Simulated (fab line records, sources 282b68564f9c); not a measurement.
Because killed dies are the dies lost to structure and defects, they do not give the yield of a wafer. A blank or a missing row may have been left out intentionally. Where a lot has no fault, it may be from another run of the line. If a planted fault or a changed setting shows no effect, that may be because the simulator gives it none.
Comparing a struck lot with a sound one    flow ritCmos    43 out of 202 route steps
Sound: these wafers, L324.2, L324.3, L324.6. Struck: wafers L313.1, L313.3 (left out: L313.2, a lot-mate that was not struck); the cause follows at the end.
Each step with rows lists, per side, the tool, then ch with its chambers, then its first start. Under that, the readings that differ: sound wafers    struck wafers    difference of the means    sigmas: that difference in standard deviations of wafers without a fault.
alike: readings whose means differ by less than 2 such deviations, and words and numbers that are the same on both sides. not compared: withheld readings, readings that some wafer has no value for, bounds like >300 that may hide the same value, and numbers for which the record gives no deviation and whose values overlap.
A row with sigmas, a row that says differs or no value, or rows on one side alone: a step with any of these is where the two part. Numbers that don't overlap but have no deviation are shown without sigmas and don't part them. Lack of a reading on every wafer of one side parts them only where that side has two or more wafers.

first, 1 step without rows for these wafers: RIT_SPACER_CVD_03 (deposits Si3N4 from SiH2Cl2/NH3, target thk 250 nm, time 3300 s).
RIT_SPACER_THK_MEAS_04:
  struck on filmMetro-03, day 5 05:36; sound on filmMetro-01, day 7 14:35
  alike: SPACER_NITRIDE_THK
RIT_SPACER_ETCHBACK_05: etches Si3N4 in SF6/CHF3, stops on SiO2, target depth 250 nm, time 240 s.
  sound on rieDiel-04 ch 0,3, day 7 14:38; struck on rieDiel-04 ch 0,1, day 5 05:40
  alike: drypumpMotorCurrentA, oesProductAu, throttleValvePct
  not compared: rfHoursCounterH
then, 6 steps without rows for these wafers: RIT_NSD_HMDS_00 (prime time 60 s); RIT_NSD_COAT_01 (resist thk 1000 nm); RIT_NSD_SOFTBAKE_02 (time 60 s); RIT_NSD_EXPOSE_03 (exposes mask M9, target cd 40700 nm); RIT_NSD_PEB_04; RIT_NSD_DEVELOP_05 (develop time 50 s).
RIT_NSD_OVL_MEAS_06:
  struck on overlay-01, day 5 06:40; sound on overlay-02, day 7 15:39
reading       sound        struck     difference  sigmas
NSD_OVL (nm)  1.5 1.3 3.1  -1.9 -1.6  -3.7        -2
then, 2 steps without rows for these wafers: RIT_NSD_HARDBAKE_07 (time 60 s); RIT_NSD_IMPLANT_08.
RIT_NSD_STRIP_09: strips in O2, time 180 s.
  sound on plasmaAsher-02 ch 0,1, day 7 15:59; struck on plasmaAsher-04 ch 0, day 5 07:00
reading                   sound        struck   difference  sigmas
drypumpMotorCurrentA (A)  5.5 5.5 5.5  6.5 6.5  +1.0        +2
  not compared: rfHoursCounterH
RIT_NSD_TW_MEAS_10:
  struck on filmMetro-04, day 5 07:10; sound on filmMetro-03, day 7 16:10
reading  sound           struck     difference  sigmas
NSD_TW   3109 3105 3103  3131 3151  +35         +2
then, 6 steps without rows for these wafers: RIT_PSD_HMDS_00 (prime time 60 s); RIT_PSD_COAT_01 (resist thk 1000 nm); RIT_PSD_SOFTBAKE_02 (time 60 s); RIT_PSD_EXPOSE_03 (exposes mask M10, target cd 40900 nm); RIT_PSD_PEB_04; RIT_PSD_DEVELOP_05 (develop time 50 s).
RIT_PSD_OVL_MEAS_06:
  struck on overlay-02, day 5 08:14; sound on overlay-01, day 7 17:04
  alike: PSD_OVL
then, 2 steps without rows for these wafers: RIT_PSD_HARDBAKE_07 (time 60 s); RIT_PSD_IMPLANT_08.
RIT_PSD_STRIP_09: strips in O2, time 180 s.
  sound on plasmaAsher-01 ch 1, day 7 17:24; struck on plasmaAsher-01 ch 1, day 5 08:34
  alike: drypumpMotorCurrentA
  not compared: rfHoursCounterH
RIT_PSD_TW_MEAS_10:
  struck on filmMetro-02, day 5 08:45; sound on filmMetro-03, day 7 17:35
  alike: PSD_TW
then, 3 steps without rows for these wafers: RIT_SDANNEAL_CLEAN_00 (cleans in SC1, time 600 s); RIT_SDANNEAL_CLEAN_01 (cleans in dHF, time 30 s); RIT_SDANNEAL_CLEAN_02 (cleans in SC2, time 600 s).
RIT_SDANNEAL_RTA_03: time 5 s.
  sound on rtpAnneal-01 ch 0, day 7 18:02; struck on rtpAnneal-02 ch 0, day 5 09:11
  alike: wafer_temp_C_max
RIT_SDANNEAL_RS_MEAS_04: a four-point-probe measurement.
  struck on filmMetro-03, day 5 09:14; sound on filmMetro-02, day 7 18:06
  alike: PSD_RS
RIT_SDANNEAL_RS_MEAS_05: a four-point-probe measurement.
  struck on filmMetro-03, day 5 09:21; sound on filmMetro-02, day 7 18:13
  alike: NSD_RS
RIT_SDANNEAL_RS_MEAS_06: a four-point-probe measurement.
  struck on filmMetro-03, day 5 09:28; sound on filmMetro-02, day 7 18:20
  alike: PLDD_RS
RIT_SDANNEAL_RS_MEAS_07: a four-point-probe measurement.
  struck on filmMetro-03, day 5 09:35; sound on filmMetro-02, day 7 18:28
  alike: NLDD_RS
then, 1 step without rows for these wafers: RIT_SILICIDE_WET_ETCH_00 (etches SiO2 in BOE, target depth 14 nm, time 15 s).
RIT_SILICIDE_SPUTTER_01: material Ti, target thk 30 nm, time 240 s.
  struck on pvdSputter-01, day 5 09:44; sound on pvdSputter-02, day 7 18:34
  alike: throttleValvePct
RIT_SILICIDE_RS_MEAS_02: a four-point-probe measurement.
  struck on filmMetro-02, day 5 09:53; sound on filmMetro-02, day 7 18:44
  alike: SILICIDE_TI_RS
RIT_SILICIDE_THK_MEAS_03: measures by xrf.
  struck on filmMetro-02, day 5 10:00; sound on filmMetro-02, day 7 18:51
  alike: SILICIDE_TI_THK
then, 2 steps without rows for these wafers: RIT_SILICIDE_RTA_04 (time 10 s, ramp up 5 s, ramp down 5 s); RIT_SILICIDE_WET_ETCH_05 (etches Ti in SPM, time 120 s).
RIT_SILICIDE_RTA_06: time 10 s, ramp up 5 s, ramp down 10 s.
  sound on rtpAnneal-01 ch 0, day 7 19:01; struck on rtpAnneal-02 ch 0, day 5 10:10
  alike: wafer_temp_C_max
then, 1 step without rows for these wafers: RIT_CONTACT_CVD_00 (deposits SiO2 from TEOS, target thk 400 nm, time 61 s).
RIT_CONTACT_THK_MEAS_01:
  struck on filmMetro-01, day 5 10:17; sound on filmMetro-01, day 7 19:08
  alike: CONTACT_TEOS_THK
RIT_M1_PROBE_99:
  struck on prober-02, day 5 16:45; sound on prober-01, day 8 01:37
reading           sound   struck                                           difference                    sigmas
hold              - - -   awaitDispo/3.9h/release awaitDispo/3.9h/release  no value on the sound wafers  
killedAtFrontEnd  5 10 7  18 19                                            +11                           +4
killedDies        5 10 7  18 19                                            +11                           +4
killedOnRim       1 3 3   10 10                                            +8                            +6
  alike: killedAtContacts, killedOpen, killedShort

## WHERE THEY PART
Earliest at RIT_NSD_OVL_MEAS_06; latest, in this record, at RIT_M1_PROBE_99.

WHY: what the simulator had put in
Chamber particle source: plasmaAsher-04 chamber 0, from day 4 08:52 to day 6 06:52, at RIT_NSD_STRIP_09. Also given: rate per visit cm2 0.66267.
